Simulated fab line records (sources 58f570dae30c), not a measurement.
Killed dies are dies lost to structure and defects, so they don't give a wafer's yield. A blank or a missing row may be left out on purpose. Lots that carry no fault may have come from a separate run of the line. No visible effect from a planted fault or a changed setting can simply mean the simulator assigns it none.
What tool caused it? :: flow berkeley cmos170 :: 15 lots with 45 wafers sampled at 5 steps, on a route of 331 steps

== WHAT EACH GAUGE READ, for each wafer ==
UCB170_START_BOW_MEAS_00. Usual: for INCOMING_BOW the level is 0 um and the standard deviation is 6.1.
lot: L990
measured: day 1 15:02
on: film metro-02
INCOMING_BOW (um): 1 2 5
flag: 

lot: L992
measured: day 2 01:00
on: film metro-01
INCOMING_BOW (um): 0 4 -3
flag: 

lot: L993
measured: day 2 06:00
on: film metro-04
INCOMING_BOW (um): 4 7 -3
flag: 

lot: L995
measured: day 2 16:04
on: film metro-04
INCOMING_BOW (um): 8 2 -5
flag: 

lot: L996
measured: day 2 21:02
on: film metro-01
INCOMING_BOW (um): -2 5 -7
flag: 

lot: L997
measured: day 3 02:00
on: film metro-01
INCOMING_BOW (um): 4 -3 7
flag: 

lot: L998
measured: day 3 07:00
on: film metro-04
INCOMING_BOW (um): -12 -8 -6
flag: 

lot: L101
measured: day 3 22:13
on: film metro-01
INCOMING_BOW (um): 4 -9 0
flag: 

lot: L102
measured: day 4 03:04
on: film metro-04
INCOMING_BOW (um): 4 7 -3
flag: 

lot: L103
measured: day 4 08:01
on: film metro-01
INCOMING_BOW (um): 3 -8 9
flag: 

lot: L106
measured: day 4 23:01
on: film metro-04
INCOMING_BOW (um): -1 0 1
flag: 

lot: L108
measured: day 5 09:01
on: film metro-01
INCOMING_BOW (um): 1 7 -1
flag: 

lot: L109
measured: day 5 14:00
on: film metro-04
INCOMING_BOW (um): 1 -8 11
flag: 

lot: L110
measured: day 5 19:02
on: film metro-01
INCOMING_BOW (um): 3 5 -1
flag: 

lot: L111
measured: day 6 00:00
on: film metro-01
INCOMING_BOW (um): 0 2 3
flag: 

UCB170_CONTACT_CD_MEAS_90 targets a cd of 700 nm. Usual: 699.1 nm for cd nm, sd 1.8.
lot: L990
measured: day 8 09:47
on: cd sem-02
cd nm (nm): 699.9 699.5 699.6
flag: 

lot: L992
measured: day 8 18:25
on: cd sem-02
cd nm (nm): 699.3 699.2 699.0
flag: 

lot: L993
measured: day 9 02:52
on: cd sem-01
cd nm (nm): 697.9 698.9 698.5
flag: 

lot: L995
measured: day 10 04:11
on: cd sem-01
cd nm (nm): 699.4 698.6 698.6
flag: 

lot: L996
measured: day 10 04:20
on: cd sem-02
cd nm (nm): 697.5 699.3 696.4
flag: 

lot: L997
measured: day 10 05:19
on: cd sem-02
cd nm (nm): 700.8 701.3 700.6
flag: 

lot: L998
measured: day 10 04:29
on: cd sem-01
cd nm (nm): 702.4 702.7 702.1
flag: 

lot: L101
measured: day 11 08:31
on: cd sem-02
cd nm (nm): - - -
flag: OFF

lot: L102
measured: day 11 10:25
on: cd sem-02
cd nm (nm): - - -
flag: OFF

lot: L103
measured: day 11 08:47
on: cd sem-01
cd nm (nm): - - -
flag: OFF

lot: L106
measured: day 11 21:56
on: cd sem-01
cd nm (nm): 698.4 700.8 701.2
flag: 

lot: L108
measured: day 13 00:08
on: cd sem-01
cd nm (nm): 699.4 699.6 698.9
flag: 

lot: L109
measured: day 13 01:38
on: cd sem-02
cd nm (nm): 697.1 696.0 695.9
flag: 

lot: L110
measured: day 13 10:43
on: cd sem-01
cd nm (nm): 698.2 698.1 698.5
flag: 

lot: L111
measured: day 13 12:57
on: cd sem-01
cd nm (nm): 699.1 699.7 699.6
flag: 

UCB170_M1_CD_MEAS_09 targets a cd of 700 nm. Usual: 700.1 nm for cd nm, sd 1.7.
lot: L990
measured: day 8 11:10
on: cd sem-02
cd nm (nm): 700.9 700.3 700.8
flag: 

lot: L992
measured: day 8 19:55
on: cd sem-01
cd nm (nm): 698.6 699.3 699.3
flag: 

lot: L993
measured: day 9 04:58
on: cd sem-02
cd nm (nm): 697.4 697.6 697.0
flag: 

lot: L995
measured: day 10 05:37
on: cd sem-01
cd nm (nm): 698.9 698.8 698.6
flag: 

lot: L996
measured: day 10 05:55
on: cd sem-01
cd nm (nm): 701.1 700.7 701.0
flag: 

lot: L997
measured: day 10 07:47
on: cd sem-02
cd nm (nm): 700.5 700.2 700.7
flag: 

lot: L998
measured: day 10 06:08
on: cd sem-01
cd nm (nm): 701.0 700.3 700.2
flag: 

lot: L106
measured: day 11 23:55
on: cd sem-01
cd nm (nm): 701.6 701.7 700.7
flag: 

lot: L108
measured: day 13 01:35
on: cd sem-01
cd nm (nm): 700.2 698.7 699.9
flag: 

lot: L109
measured: day 13 03:13
on: cd sem-01
cd nm (nm): 698.3 699.9 697.8
flag: 

lot: L110
measured: day 13 14:19
on: cd sem-01
cd nm (nm): 699.6 700.6 700.2
flag: 

lot: L111
measured: day 13 14:58
on: cd sem-01
cd nm (nm): 701.1 700.9 700.3
flag: 

UCB170_M2_OVL_MEAS_16. Usual: for M2_OVL the level is -3 nm and the standard deviation is 5.6.
lot: L990
measured: day 8 18:22
on: overlay-02
M2_OVL (nm): 9 7 5
flag: 

lot: L992
measured: day 9 03:26
on: overlay-01
M2_OVL (nm): 8 0 0
flag: 

lot: L993
measured: day 9 12:01
on: overlay-01
M2_OVL (nm): -8 -6 -4
flag: 

lot: L995
measured: day 10 15:28
on: overlay-01
M2_OVL (nm): -4 7 -4
flag: 

lot: L996
measured: day 10 15:42
on: overlay-02
M2_OVL (nm): -7 -8 -2
flag: 

lot: L997
measured: day 10 15:56
on: overlay-01
M2_OVL (nm): -6 3 1
flag: 

lot: L998
measured: day 10 16:10
on: overlay-02
M2_OVL (nm): -9 -11 -3
flag: 

lot: L106
measured: day 12 06:49
on: overlay-01
M2_OVL (nm): 5 -9 -3
flag: 

lot: L108
measured: day 13 12:49
on: overlay-02
M2_OVL (nm): 1 -11 1
flag: 

lot: L109
measured: day 13 12:35
on: overlay-02
M2_OVL (nm): 2 10 5
flag: 

lot: L110
measured: day 13 23:50
on: overlay-01
M2_OVL (nm): -7 -5 -1
flag: 

lot: L111
measured: day 14 00:14
on: overlay-01
M2_OVL (nm): -2 3 -4
flag: 

== EACH LOT AND THE TOOL THAT RAN IT (in order: tool; ch and the chambers of the sampled wafers; start) ==
lot: L990
UCB170_CONTACT_ETCH_18: rie diel-01 ch 1,2, day 8 09:00

lot: L992
UCB170_CONTACT_ETCH_18: rie diel-03 ch 1,3, day 8 18:00

lot: L993
UCB170_CONTACT_ETCH_18: rie diel-01 ch 1,3, day 9 02:00

lot: L995
UCB170_CONTACT_ETCH_18: rie diel-01 ch 0,2,3, day 10 03:00

lot: L996
UCB170_CONTACT_ETCH_18: rie diel-04 ch 2,3, day 10 04:00

lot: L997
UCB170_CONTACT_ETCH_18: rie diel-01 ch 1,3, day 10 05:00

lot: L998
UCB170_CONTACT_ETCH_18: rie diel-03 ch 1,2, day 10 04:00

lot: L101
UCB170_CONTACT_ETCH_18: rie diel-03 ch 0,1,2, day 11 08:00

lot: L102
UCB170_CONTACT_ETCH_18: rie diel-04 ch 1,2, day 11 10:00

lot: L103
UCB170_CONTACT_ETCH_18: rie diel-01 ch 1,2,3, day 11 08:00

lot: L106
UCB170_CONTACT_ETCH_18: rie diel-03 ch 0,1,3, day 11 21:00

lot: L108
UCB170_CONTACT_ETCH_18: rie diel-01 ch 0,1,2, day 12 23:00

lot: L109
UCB170_CONTACT_ETCH_18: rie diel-04 ch 0,2, day 13 01:00

lot: L110
UCB170_CONTACT_ETCH_18: rie diel-03 ch 0,1,3, day 13 10:00

lot: L111
UCB170_CONTACT_ETCH_18: rie diel-04 ch 0,1,3, day 13 12:00
- UCB170_CONTACT_ETCH_18: etches PSG in CHF3/CF4/Ar, stops on TiSi2, target depth 840 nm, time 195 s.

== WHAT THE TOOLS THEMSELVES READ (means of the sampled wafers that have a number; where no wafer has one, the mark that the record gives instead) ==
UCB170_CONTACT_ETCH_18. Usual: CHF3_flow_sccm 45.00 sccm, standard deviation 0.13; cf4 flow sccm 15.00 sccm, standard deviation 0.051; drypump motor current A 5.7 A, standard deviation 0.4; oes product au 0.876 a.u., standard deviation 0.014; throttle valve pct 6.87 %, standard deviation 0.1.
lot: L990
tool: rie diel-01
CHF3_flow_sccm (sccm): 44.99
cf4 flow sccm (sccm): 15.02
drypump motor current A (A): 5.6
oes product au (a.u.): 0.866
throttle valve pct (%): 6.76
flag: 

lot: L992
tool: rie diel-03
CHF3_flow_sccm (sccm): 45.13
cf4 flow sccm (sccm): 14.99
drypump motor current A (A): 5.8
oes product au (a.u.): 0.892
throttle valve pct (%): 6.91
flag: 

lot: L993
tool: rie diel-01
CHF3_flow_sccm (sccm): 44.79
cf4 flow sccm (sccm): 15.00
drypump motor current A (A): 5.9
oes product au (a.u.): 0.856
throttle valve pct (%): 6.82
flag: 

lot: L995
tool: rie diel-01
CHF3_flow_sccm (sccm): 45.04
cf4 flow sccm (sccm): 14.96
drypump motor current A (A): 5.6
oes product au (a.u.): 0.872
throttle valve pct (%): 6.81
flag: 

lot: L996
tool: rie diel-04
CHF3_flow_sccm (sccm): 44.96
cf4 flow sccm (sccm): 14.99
drypump motor current A (A): 5.6
oes product au (a.u.): 0.886
throttle valve pct (%): 6.94
flag: 

lot: L997
tool: rie diel-01
CHF3_flow_sccm (sccm): 45.11
cf4 flow sccm (sccm): 15.03
drypump motor current A (A): 5.9
oes product au (a.u.): 0.862
throttle valve pct (%): 6.81
flag: 

lot: L998
tool: rie diel-03
CHF3_flow_sccm (sccm): 45.10
cf4 flow sccm (sccm): 15.00
drypump motor current A (A): 6.1
oes product au (a.u.): 0.876
throttle valve pct (%): 7.03
flag: 

lot: L101
tool: rie diel-03
CHF3_flow_sccm (sccm): -
cf4 flow sccm (sccm): -
drypump motor current A (A): -
oes product au (a.u.): -
throttle valve pct (%): -
flag: OFF

lot: L102
tool: rie diel-04
CHF3_flow_sccm (sccm): -
cf4 flow sccm (sccm): -
drypump motor current A (A): -
oes product au (a.u.): -
throttle valve pct (%): -
flag: OFF

lot: L103
tool: rie diel-01
CHF3_flow_sccm (sccm): -
cf4 flow sccm (sccm): -
drypump motor current A (A): -
oes product au (a.u.): -
throttle valve pct (%): -
flag: OFF

lot: L106
tool: rie diel-03
CHF3_flow_sccm (sccm): 45.00
cf4 flow sccm (sccm): 14.97
drypump motor current A (A): 5.7
oes product au (a.u.): 0.865
throttle valve pct (%): 6.86
flag: 

lot: L108
tool: rie diel-01
CHF3_flow_sccm (sccm): 44.95
cf4 flow sccm (sccm): 15.04
drypump motor current A (A): 5.7
oes product au (a.u.): 0.865
throttle valve pct (%): 6.79
flag: 

lot: L109
tool: rie diel-04
CHF3_flow_sccm (sccm): 45.04
cf4 flow sccm (sccm): 15.04
drypump motor current A (A): 5.9
oes product au (a.u.): 0.894
throttle valve pct (%): 6.89
flag: 

lot: L110
tool: rie diel-03
CHF3_flow_sccm (sccm): 44.95
cf4 flow sccm (sccm): 15.03
drypump motor current A (A): 5.7
oes product au (a.u.): 0.869
throttle valve pct (%): 6.86
flag: 

lot: L111
tool: rie diel-04
CHF3_flow_sccm (sccm): 44.91
cf4 flow sccm (sccm): 14.97
drypump motor current A (A): 5.8
oes product au (a.u.): 0.882
throttle valve pct (%): 6.86
flag: 

== THE ANSWER, worked out from the rows above alone ==
Rule: lot off if the mean of its wafers having a number is beyond 3 standard deviations from the usual mean. Also off: a lot with no number at a reading for which 4 or more lots have one. All remaining lots with rows at the step are treated as sound. After the gauges, taken in route order, come the tools' own readings; for these a lot's mean is taken, as printed above. At the first step where some lot is off, the reading lying furthest off is the one used; lots without a number count as furthest.
Off: L101, L102, L103 (UCB170_CONTACT_CD_MEAS_90, cd nm). Without a number there: L101, L102, L103.
If a tool, at a process step before that reading, ran all the lots that are off and no sound lot after the first of them, it fits. The gauges at UCB170_CONTACT_CD_MEAS_90 aren't tried: what is off there is off at UCB170_CONTACT_ETCH_18 too, on other tools, and a gauge's error can't cause that. None of those tried fits.

== WHAT THE SIMULATOR HAD INSERTED ==
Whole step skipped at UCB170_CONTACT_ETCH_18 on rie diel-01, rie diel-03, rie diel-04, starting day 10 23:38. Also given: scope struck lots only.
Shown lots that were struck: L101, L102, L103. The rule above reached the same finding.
